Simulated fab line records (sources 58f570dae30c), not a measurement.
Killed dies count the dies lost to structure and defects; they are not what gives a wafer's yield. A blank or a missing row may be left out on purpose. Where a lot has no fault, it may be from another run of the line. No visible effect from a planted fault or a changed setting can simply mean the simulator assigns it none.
fab line records | flow berkeley_cmos170
record lots=6 | wafers=16 | last_day=10
route steps=331 shown V1@260 M2@271
lots untouched by any fault: they come from a run of this same line in which no faults occurred
start_h: hours from the record's first day to the start of the lot's first wafer shown | wait_h: hours from the lot's prior step to this one | " as in the row above | L1.1+2: one row covering several wafers at once | - either no value or no given start | * or withheld: withheld | < > ~ a bound
route shown NAME@n: names a module that has steps shown in the file, with the first one's number in the route | usual: mean/standard deviation taken from wafers without a fault | same: alike in all rows | chamber/n: place in a boat | sites: per-site readings | _std_site: their standard deviation | _edge_site: outer sites' mean less inner sites' | radius_mm: how far each site lies from the wafer's centre | mask NAME#n: copy n | behind: the last tool/chamber to shape the wafer | hold: cause of the lot's hold/its duration in hours/its outcome | device: which transistor (n, p or np) failed to switch | end of line: tests of these same wafers at the route's end | a step without rows: its recipe alone | killed: not the wafer's yield, but the dies lost to structure and defects at the first sort | map: a wafer's dies, marking killed ones x, the rest . and places with no die _
set.NAME: the setting that was run; set.NAME@STEP: the one run at that earlier step | model.NAME: the simulator's own value behind a step, which no gauge read
lots seen at some steps along the route; tables by step, rows by wafer
services: when a tool's chamber went out of use (start_h, in hours from the record's first day, below 0 if earlier), for how many hours, and the reason
## steps
# step UCB170_V1_HMDS_06
# recipe prime_time_s=60 | prime_temp_c=100
# step UCB170_V1_COAT_07
# recipe resist=KrF | spin_rpm=1500 | resist_thk_nm=900
# step UCB170_V1_SOFTBAKE_08
# recipe resist=KrF | temp_c=130 | time_s=60
# step UCB170_V1_EXPOSE_09
# recipe mask_id=VIA1 | target_cd_nm=700 | na=0.5 | sigma_outer=0.6 | source_shape=conventional | dose_mj=37
# step UCB170_V1_PEB_10
# recipe peb_temp_c=130 | peb_time_s=withheld | resist=KrF
# step UCB170_V1_DEVELOP_11
# recipe developer=TMAH | develop_time_s=45 | resist=KrF | dev_temp_c=21
# step UCB170_V1_CD_MEAS_12
# recipe target_cd_nm=700
# usual cd_nm=699.9/1.4
lot.wafer | tool      | chamber | start_h | wait_h | cd_nm
L158.2    | cd_sem-02 | -       | 172.38  | -      | 700.2
L158.4    | "         | -       | "       | "      | 700.2
L158.6    | "         | -       | "       | "      | 700.3
L162.1    | cd_sem-01 | -       | 193.92  | -      | 700.3
L162.3    | "         | -       | "       | "      | 701.1
L162.5    | "         | -       | "       | "      | 701.4
L164.1    | cd_sem-01 | -       | 207.11  | -      | 699.4
L164.2    | "         | -       | "       | "      | 699.5
L164.6    | "         | -       | "       | "      | 699.3
L168.3    | cd_sem-02 | -       | 217.97  | -      | 698.4
L173.4    | cd_sem-02 | -       | 235.86  | -      | 700.4
L173.5    | "         | -       | "       | "      | 700.6
L173.6    | "         | -       | "       | "      | 699.0
L172.1    | cd_sem-02 | -       | 236.31  | -      | 700.1
L172.2    | "         | -       | "       | "      | 700.7
L172.4    | "         | -       | "       | "      | 700.5
# step UCB170_V1_OVL_MEAS_13
# usual V1_OVL=3/4.9
lot.wafer | tool       | chamber | start_h | wait_h | V1_OVL[nm]
L158.2    | overlay-02 | -       | 172.49  | 0.1    | 9
L158.4    | "          | -       | "       | "      | 7
L158.6    | "          | -       | "       | "      | 8
L162.1    | overlay-01 | -       | 194.04  | 0.1    | -4
L162.3    | "          | -       | "       | "      | -1
L162.5    | "          | -       | "       | "      | -5
L164.1    | overlay-02 | -       | 207.23  | 0.1    | -3
L164.2    | "          | -       | "       | "      | -2
L164.6    | "          | -       | "       | "      | 0
L168.3    | overlay-02 | -       | 218.06  | 0.1    | -2
L173.4    | overlay-02 | -       | 235.94  | 0.1    | -8
L173.5    | "          | -       | "       | "      | -6
L173.6    | "          | -       | "       | "      | 0
L172.1    | overlay-02 | -       | 236.43  | 0.1    | 8
L172.2    | "          | -       | "       | "      | 2
L172.4    | "          | -       | "       | "      | 7
# step UCB170_V1_ETCH_14
# recipe chemistry=CHF3/CF4/Ar | target=SiO2 | stop_on=Al | CHF3_flow_sccm=45 | cf4_flow_sccm=15 | Ar_flow_sccm=150 | pressure_mtorr=200 | rf_w=700 | target_depth_a=12500 | over_etch_frac=0.25 | time_s=301.6
# usual drypump_motor_current_A=6.1/0.42 | oes_product_au=0.880/0.012 | throttle_valve_pct=7.00/0.13
lot.wafer | tool        | chamber | start_h | wait_h | drypump_motor_current_A | oes_product_au | rf_hours_counter_h | throttle_valve_pct
L158.2    | rie_diel-03 | 0       | 172.52  | 0.0    | 6.3                     | 0.896          | 150                | 7.07
L158.4    | "           | 1       | "       | "      | 5.2                     | 0.883          | 17                 | 7.19
L158.6    | "           | 0       | "       | "      | 6.3                     | 0.901          | -                  | 7.07
L162.1    | rie_diel-01 | 0       | 194.08  | 0.0    | 6.0                     | 0.870          | 11                 | 6.87
L162.3    | "           | 1       | "       | "      | 5.3                     | 0.865          | 35                 | 6.94
L162.5    | "           | 2       | "       | "      | 5.8                     | 0.892          | -                  | 7.08
L164.1    | rie_diel-01 | 2       | 207.26  | 0.0    | 5.8                     | 0.896          | 21                 | 7.06
L164.2    | "           | 0       | "       | "      | 6.0                     | 0.881          | 12                 | 6.83
L164.6    | "           | 2       | "       | "      | 5.8                     | 0.881          | -                  | 7.06
L168.3    | rie_diel-01 | 0       | 218.09  | 0.0    | 5.9                     | 0.873          | 12                 | 6.85
L173.4    | rie_diel-02 | 2       | 235.96  | 0.0    | 6.0                     | 0.882          | 45                 | 7.21
L173.5    | "           | 0       | "       | "      | 5.9                     | 0.865          | -                  | 7.09
L173.6    | "           | 3       | "       | "      | 6.5                     | 0.877          | -                  | 6.96
L172.1    | rie_diel-01 | 1       | 236.47  | 0.0    | 5.3                     | 0.858          | 37                 | 6.96
L172.2    | "           | 2       | "       | "      | 5.8                     | 0.896          | 23                 | 7.07
L172.4    | "           | 0       | "       | "      | 6.0                     | 0.879          | 13                 | 6.85
# step UCB170_V1_STRIP_15
# recipe chemistry=O2 | power_w=400 | pressure_mtorr=3500 | platen_temp_c=withheld | o2_flow_sccm=400 | overash_fraction=0.5
# usual drypump_motor_current_A=5.6/0.58 | oes_product_au=0.722/0.0044 | strip_time_to_endpoint_s=15.10/0.1
lot.wafer | tool            | chamber | start_h | wait_h | drypump_motor_current_A | oes_product_au | rf_hours_counter_h | strip_time_to_endpoint_s
L158.2    | plasma_asher-01 | 1       | 172.69  | 0.1    | 6.1                     | 0.716          | 46                 | 14.99
L158.4    | "               | 0       | "       | "      | 5.7                     | 0.720          | -                  | 15.18
L158.6    | "               | 1       | "       | "      | 6.1                     | 0.721          | -                  | 15.13
L162.1    | plasma_asher-02 | 0       | 194.26  | 0.1    | 5.8                     | 0.727          | 9                  | 15.17
L162.3    | "               | 1       | "       | "      | 6.2                     | 0.725          | -                  | 15.12
L162.5    | "               | 1       | "       | "      | 6.3                     | 0.721          | -                  | 15.19
L164.1    | plasma_asher-02 | 0       | 207.44  | 0.1    | 5.8                     | 0.725          | 11                 | 15.17
L164.2    | "               | 1       | "       | "      | 6.2                     | 0.721          | 11                 | 15.15
L164.6    | "               | 0       | "       | "      | 5.8                     | 0.723          | -                  | 15.11
L168.3    | plasma_asher-01 | 0       | 218.30  | 0.1    | 5.7                     | 0.721          | -                  | 15.20
L173.4    | plasma_asher-04 | 0       | 236.17  | 0.1    | 4.6                     | 0.718          | -                  | 14.90
L173.5    | "               | 1       | "       | "      | 5.2                     | 0.716          | -                  | 15.08
L173.6    | "               | 0       | "       | "      | 4.6                     | 0.719          | -                  | 14.94
L172.1    | plasma_asher-04 | 1       | 236.65  | 0.1    | 5.3                     | 0.729          | 55                 | 15.13
L172.2    | "               | 0       | "       | "      | 4.6                     | 0.725          | 55                 | 15.07
L172.4    | "               | 0       | "       | "      | 4.6                     | 0.726          | -                  | 14.96
# step UCB170_V1_CD_MEAS_90
# recipe target_cd_nm=700
# usual cd_nm=700.2/1.5
lot.wafer | tool      | chamber | start_h | wait_h | cd_nm
L158.2    | cd_sem-01 | -       | 172.81  | 0.1    | 700.3
L158.4    | "         | -       | "       | "      | 699.9
L158.6    | "         | -       | "       | "      | 699.2
L162.1    | cd_sem-01 | -       | 194.36  | 0.1    | 701.2
L162.3    | "         | -       | "       | "      | 701.3
L162.5    | "         | -       | "       | "      | 700.9
L164.1    | cd_sem-01 | -       | 207.62  | 0.1    | 699.8
L164.2    | "         | -       | "       | "      | 699.9
L164.6    | "         | -       | "       | "      | 699.9
L168.3    | cd_sem-02 | -       | 218.41  | 0.1    | 699.1
L173.4    | cd_sem-01 | -       | 236.30  | 0.1    | 701.1
L173.5    | "         | -       | "       | "      | 701.2
L173.6    | "         | -       | "       | "      | 699.4
L172.1    | cd_sem-02 | -       | 236.75  | 0.1    | 700.9
L172.2    | "         | -       | "       | "      | 700.7
L172.4    | "         | -       | "       | "      | 701.3
# step UCB170_M2_PRE_CLEAN_00
# recipe gas=Ar | preclean_etch_time_s=60
# step UCB170_M2_SPUTTER_01
# recipe material=Al | target_thk_nm=900 | time_s=120 | power_w=6000 | chamber_pressure_pa=0.5
# usual cathode_dc_power_W=6000.1/1.1 | throttle_valve_pct=30.2/0.57
lot.wafer | tool           | chamber | start_h | wait_h | cathode_dc_power_W | throttle_valve_pct | model.Al_of_M2_SPUTTER_01.thk_nm
L158.2    | pvd_sputter-03 | -       | 172.98  | 0.0    | 6000.4             | 30.0               | 902.1
L158.4    | "              | -       | "       | "      | 6000.8             | 29.4               | 901.1
L158.6    | "              | -       | "       | "      | 5999.5             | 29.3               | 911.6
L162.1    | pvd_sputter-01 | -       | 194.55  | 0.0    | 6001.5             | 29.8               | 893.8
L162.3    | "              | -       | "       | "      | 5998.3             | 29.8               | 891.8
L162.5    | "              | -       | "       | "      | 6000.3             | 30.2               | 904
L164.1    | pvd_sputter-01 | -       | 207.81  | 0.0    | 6000.7             | 29.6               | 896.8
L164.2    | "              | -       | "       | "      | 7913.3             | 31.2               | 1183
L164.6    | "              | -       | "       | "      | 6000.3             | 30.0               | 902.7
L168.3    | pvd_sputter-01 | -       | 218.55  | 0.0    | 7913.7             | 31.0               | 1185
L173.4    | pvd_sputter-02 | -       | 236.42  | 0.0    | 6000.4             | 30.8               | 897.2
L173.5    | "              | -       | "       | "      | 5999.9             | 30.2               | 898.5
L173.6    | "              | -       | "       | "      | 6001.0             | 29.8               | 896.5
L172.1    | pvd_sputter-02 | -       | 236.93  | 0.0    | 5999.7             | 30.0               | 896.9
L172.2    | "              | -       | "       | "      | 6002.1             | 31.1               | 889.5
L172.4    | "              | -       | "       | "      | 6000.9             | 30.6               | 896.1
# step UCB170_M2_RS_MEAS_02
# recipe thk_meas_gauge=four-point-probe | reads=Al_of_M2_SPUTTER_01
# usual M2_AL_RS=0.0323/0.00033
lot.wafer | tool          | chamber | start_h | wait_h | hold                     | M2_AL_RS[ohm/sq]
L158.2    | film_metro-01 | -       | 173.09  | 0.1    | -                        | 0.0321
L158.4    | "             | -       | "       | "      | -                        | 0.0322
L158.6    | "             | -       | "       | "      | -                        | 0.0317
L162.1    | film_metro-03 | -       | 194.63  | 0.0    | -                        | 0.0323
L162.3    | "             | -       | "       | "      | -                        | 0.0325
L162.5    | "             | -       | "       | "      | -                        | 0.0319
L164.1    | film_metro-03 | -       | 207.89  | 0.0    | await_dispo/0.2h/release | 0.0322
L164.2    | "             | -       | "       | "      | await_dispo/0.2h/release | 0.0244
L164.6    | "             | -       | "       | "      | await_dispo/0.2h/release | 0.0320
L164.1    | film_metro-03 | -       | 208.18  | 0.3    | -                        | 0.0322
L164.2    | "             | -       | "       | "      | -                        | 0.0244
L164.6    | "             | -       | "       | "      | -                        | 0.0321
L168.3    | film_metro-03 | -       | 218.68  | 0.1    | await_dispo/0.2h/release | 0.0243
L168.3    | film_metro-03 | -       | 219.01  | 0.3    | -                        | 0.0243
L173.4    | film_metro-03 | -       | 236.57  | 0.1    | -                        | 0.0323
L173.5    | "             | -       | "       | "      | -                        | 0.0322
L173.6    | "             | -       | "       | "      | -                        | 0.0323
L172.1    | film_metro-01 | -       | 237.02  | 0.0    | -                        | 0.0323
L172.2    | "             | -       | "       | "      | -                        | 0.0326
L172.4    | "             | -       | "       | "      | -                        | 0.0323
# step UCB170_M2_THK_MEAS_03
# recipe thk_meas_gauge=xrf | reads=Al_of_M2_SPUTTER_01
# usual M2_AL_THK=903/10
lot.wafer | tool          | chamber | start_h | wait_h | hold                     | M2_AL_THK[nm]
L158.2    | film_metro-01 | -       | 173.20  | 0.1    | -                        | 916
L158.4    | "             | -       | "       | "      | -                        | 916
L158.6    | "             | -       | "       | "      | -                        | 925
L162.1    | film_metro-03 | -       | 194.75  | 0.1    | -                        | 898
L162.3    | "             | -       | "       | "      | -                        | 895
L162.5    | "             | -       | "       | "      | -                        | 907
L164.1    | film_metro-03 | -       | 212.47  | 4.3    | await_dispo/0.2h/release | 897
L164.2    | "             | -       | "       | "      | await_dispo/0.2h/release | 1186
L164.6    | "             | -       | "       | "      | await_dispo/0.2h/release | 910
L164.1    | film_metro-03 | -       | 212.70  | 0.2    | -                        | 904
L164.2    | "             | -       | "       | "      | -                        | 1189
L164.6    | "             | -       | "       | "      | -                        | 910
L168.3    | film_metro-03 | -       | 220.71  | 1.7    | await_dispo/1.6h/release | 1187
L173.4    | film_metro-03 | -       | 236.66  | 0.1    | -                        | 902
L173.5    | "             | -       | "       | "      | -                        | 904
L173.6    | "             | -       | "       | "      | -                        | 903
L172.1    | film_metro-01 | -       | 237.14  | 0.1    | -                        | 909
L172.2    | "             | -       | "       | "      | -                        | 898
L172.4    | "             | -       | "       | "      | -                        | 905
# step UCB170_M2_HMDS_04
# recipe prime_time_s=60 | prime_temp_c=100
## services
tool            | chamber | start_h | hours | kind
rie_diel-03     | 2       | 149.25  | 5.5   | repair
rie_diel-03     | 0       | 152.20  | 10.0  | repair
rie_diel-01     | 2       | 155.15  | 9.8   | repair
rie_diel-01     | 3       | 172.85  | 21.7  | repair
plasma_asher-04 | -       | 174.07  | 3.2   | repair
pvd_sputter-01  | -       | 180.75  | 0.5   | repair
rie_diel-03     | 0       | 190.45  | -     | clean
rie_diel-03     | 0       | 190.45  | 11.7  | scheduled_down
rie_diel-03     | 0       | 190.45  | 11.7  | vent_cycle
pvd_sputter-02  | -       | 202.37  | 6.6   | repair
plasma_asher-01 | -       | 203.56  | 14.3  | repair
rie_diel-03     | -       | 207.88  | 3.7   | repair
pvd_sputter-02  | 3       | 209.01  | -     | consumable_replace:kit
pvd_sputter-02  | 3       | 209.01  | 18.0  | scheduled_down
pvd_sputter-02  | 3       | 209.01  | 18.0  | vent_cycle
pvd_sputter-03  | -       | 234.12  | 2.9   | repair
## key
first_sign step=UCB170_M2_SPUTTER_01 | reading=cathode_dc_power_W | direction=up | sigmas=99+ | usual=6000.1 | struck=7913.5
effect step=UCB170_M2_RS_MEAS_02 | reading=visit | direction=added
effect step=UCB170_M2_RS_MEAS_02 | reading=M2_AL_RS | direction=down | sigmas=24 | usual=0.0323 | struck=0.0243
effect step=UCB170_M2_THK_MEAS_03 | reading=visit | direction=added
effect step=UCB170_M2_THK_MEAS_03 | reading=M2_AL_THK | direction=up | sigmas=28 | usual=903 | struck=1187
model_effect step=UCB170_M2_SPUTTER_01 | value=Al_of_M2_SPUTTER_01.thk_nm | without=897 | struck=1184
met_at UCB170_M2_SPUTTER_01
struck_wafers L164.2,L168.3
rows_end L168.3
later_rows_left_out L164.2
sort_left_out L164.2
fault kind=process_parameter_drift | tool=pvd_sputter-01 | chamber=- | onset_h=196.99 | steps=UCB170_M2_SPUTTER_01 | channel=power_w | offset=1915.3 | shape=step | end_h=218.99 | acts_in=these_recipes_only | stated=6000 | scope=struck_wafers_only
# sort_left_out: the simulated sort isn't trusted on such a fault, so these wafers' sort isn't shown, and their yield isn't known
# later_rows_left_out: the simulator's readings of these wafers behind a module that went badly wrong aren't trusted and aren't shown, but for the sort
# rows_end: these wafers met a further fault down the route, and their rows from its step on are left out
